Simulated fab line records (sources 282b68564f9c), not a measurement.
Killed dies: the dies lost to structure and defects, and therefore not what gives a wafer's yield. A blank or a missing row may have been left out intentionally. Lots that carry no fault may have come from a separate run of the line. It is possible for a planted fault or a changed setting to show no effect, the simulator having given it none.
A struck lot beside a sound one    flow rit-cmos    27 steps out of a route of 202
Sound: these wafers, L217.3, L217.5, L217.6. Wafers struck: L231.1, L231.3, L231.4. The cause is named last.
For every step that has rows: the tool of each side, followed by ch and its chambers, followed by its first start. Under that, the readings that differ: sound wafers    struck wafers    difference of the means    sigmas: that difference in standard deviations of wafers without a fault.
alike: a reading whose means differ by less than 2 such deviations, as well as words and numbers matching on both sides. not compared: withheld readings; readings where some wafer has no value; bounds like >300 that might hide an equal value; numbers whose values overlap and for which the record gives no deviation.
Wherever a step has rows on one side only, a row that says differs or no value, or a row with sigmas, the two part there. Numbers that don't overlap but have no deviation are shown without sigmas and don't part them. A reading that every wafer of one side lacks parts them only if that side has two wafers or more.

RIT_ACTIVE_BOW_MEAS_00:
  sound: film-metro-04 at day 2 11:02; struck: film-metro-01 at day 5 09:00
  alike: INCOMING_BOW
RIT_ACTIVE_OXIDATION_01: target thk 46.8 nm, ox time 3360 s.
  sound on furnace-01 ch 0, day 2 12:17; struck on furnace-01 ch 0, day 5 10:00
reading                                        sound                 struck                difference  sigmas
spike-tc-centre-C (C)                          1001.0 1002.5 1001.5  1015.7 1013.9 1011.2  +11.9       +9
spike-tc-load-C (C)                            1030 1031 1032        1043 1044 1043        +12         +3
spike-tc-source-C (C)                          1023.6 1026.4 1024.8  1037.1 1040.7 1037.6  +13.5       +7
zone-power-source-pct (%)                      36.7 36.2 35.9        38.4 38.1 37.4        +1.7        +4
model.SiO2_of_ACTIVE_OXIDATION_01.thk-nm (nm)  47.59 47.63 47.69     50.05 50.46 50.59     +2.73       
  alike: tube-center-temp-C
RIT_ACTIVE_THK_MEAS_02:
  sound: film-metro-01 at day 2 14:14; struck: film-metro-03 at day 5 12:10
reading                sound           struck          difference  sigmas
ACTIVE_OXIDE_THK (nm)  47.6 47.6 47.7  50.0 50.5 50.6  +2.7        +3
  not compared: hold
RIT_ACTIVE_THK_MEAS_04:
  sound: film-metro-04 at day 2 15:43; struck: film-metro-01 at day 5 19:04
  alike: ACTIVE_NITRIDE_THK
then, 6 steps without rows for these wafers: RIT_ACTIVE_HMDS_05 (prime time 60 s); RIT_ACTIVE_COAT_06 (resist thk 1000 nm); RIT_ACTIVE_SOFTBAKE_07 (time 60 s); RIT_ACTIVE_EXPOSE_08 (exposes mask M1, target cd 1400 nm); RIT_ACTIVE_PEB_09; RIT_ACTIVE_DEVELOP_10 (develop time 50 s).
RIT_ACTIVE_CD_MEAS_11: target cd 1400 nm.
  sound: cd-sem-01 at day 2 16:38; struck: cd-sem-01 at day 5 20:29
  alike: cd-nm
then, 1 step without rows for these wafers: RIT_ACTIVE_HARDBAKE_12 (time 60 s).
RIT_ACTIVE_ETCH_13: etches Si3N4 in SF6, stops on SiO2, time 210 s, target depth 210 nm.
  sound on rie-diel-04 ch 0,1,2, day 2 16:52; struck on rie-diel-01 ch 0,2,3, day 5 20:49
  alike: drypump-motor-current-A, oes-product-au, throttle-valve-pct
  not compared: rf-hours-counter-h
RIT_ACTIVE_STRIP_14: strips in O2, time 180 s.
  sound on plasma-asher-01 ch 0,1, day 2 17:04; struck on plasma-asher-01 ch 0,1, day 5 21:07
  alike: drypump-motor-current-A, o2-flow-sccm
  not compared: rf-hours-counter-h
RIT_ACTIVE_CD_MEAS_90: target cd 1400 nm.
  sound: cd-sem-02 at day 2 17:13; struck: cd-sem-01 at day 5 21:17
  alike: cd-nm
then, 4 steps without rows for these wafers: RIT_ACTIVE_CLEAN_15 (cleans in SC1, time 600 s); RIT_ACTIVE_CLEAN_16 (cleans in dHF, time 30 s); RIT_ACTIVE_CLEAN_17 (cleans in SC2, time 600 s); RIT_FOX1_OXIDATION_00 (target thk 350.7 nm, ox time 1130 s).
RIT_FOX1_THK_MEAS_01:
  sound: film-metro-01 at day 2 20:45; struck: film-metro-02 at day 5 23:38
  alike: FOX1_OXIDE_THK
then, 2 steps without rows for these wafers: RIT_FOX1_WET_ETCH_02 (etches SiO2 in BOE, target depth 350 nm, time 390 s); RIT_FOX2_OXIDATION_00 (target thk 350.7 nm, ox time 1130 s).
RIT_FOX2_THK_MEAS_01:
  sound: film-metro-03 at day 2 22:14; struck: film-metro-02 at day 6 02:03
  alike: FOX2_OXIDE_THK
then, 1 step without rows for these wafers: RIT_FOX2_CLEAN_02 (cleans in dHF, time 180 s).
RIT_FOX2_WET_ETCH_03: etches Si3N4 in H3PO4, target depth 195 nm, time 2700 s.
  sound on wet-bench-01 ch 3, day 2 22:20; struck on wet-bench-01 ch 3, day 6 02:14
reading                                        sound              struck            difference  sigmas
model.SiO2_of_ACTIVE_OXIDATION_01.thk-nm (nm)  40.72 42.33 40.71  44.5 44.89 44.94  +3.5        
  alike: bath-guard-temp-C
RIT_FOX2_THK_MEAS_90:
  sound: film-metro-02 at day 2 23:07; struck: film-metro-03 at day 6 03:03
  alike: FIELD_OXIDE_LEFT_1_THK
RIT_M1_PROBE_99:
  sound: prober-01 at day 4 14:23; struck: prober-01 at day 7 22:16
  alike: killed-at-contacts, killed-at-front-end, killed-dies, killed-open, killed-short

## WHERE THEY PART
At RIT_ACTIVE_OXIDATION_01 first; at RIT_ACTIVE_THK_MEAS_02 last (within this record only). Later steps at which nothing parts them and some readings are alike: RIT_ACTIVE_THK_MEAS_04, RIT_ACTIVE_CD_MEAS_11, RIT_ACTIVE_ETCH_13, RIT_ACTIVE_STRIP_14, RIT_ACTIVE_CD_MEAS_90, RIT_FOX1_THK_MEAS_01, RIT_FOX2_THK_MEAS_01, RIT_FOX2_WET_ETCH_03, RIT_FOX2_THK_MEAS_90, RIT_M1_PROBE_99.

WHY: the cause the simulator had injected
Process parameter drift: furnace-01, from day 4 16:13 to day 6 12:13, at RIT_ACTIVE_OXIDATION_01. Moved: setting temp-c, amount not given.
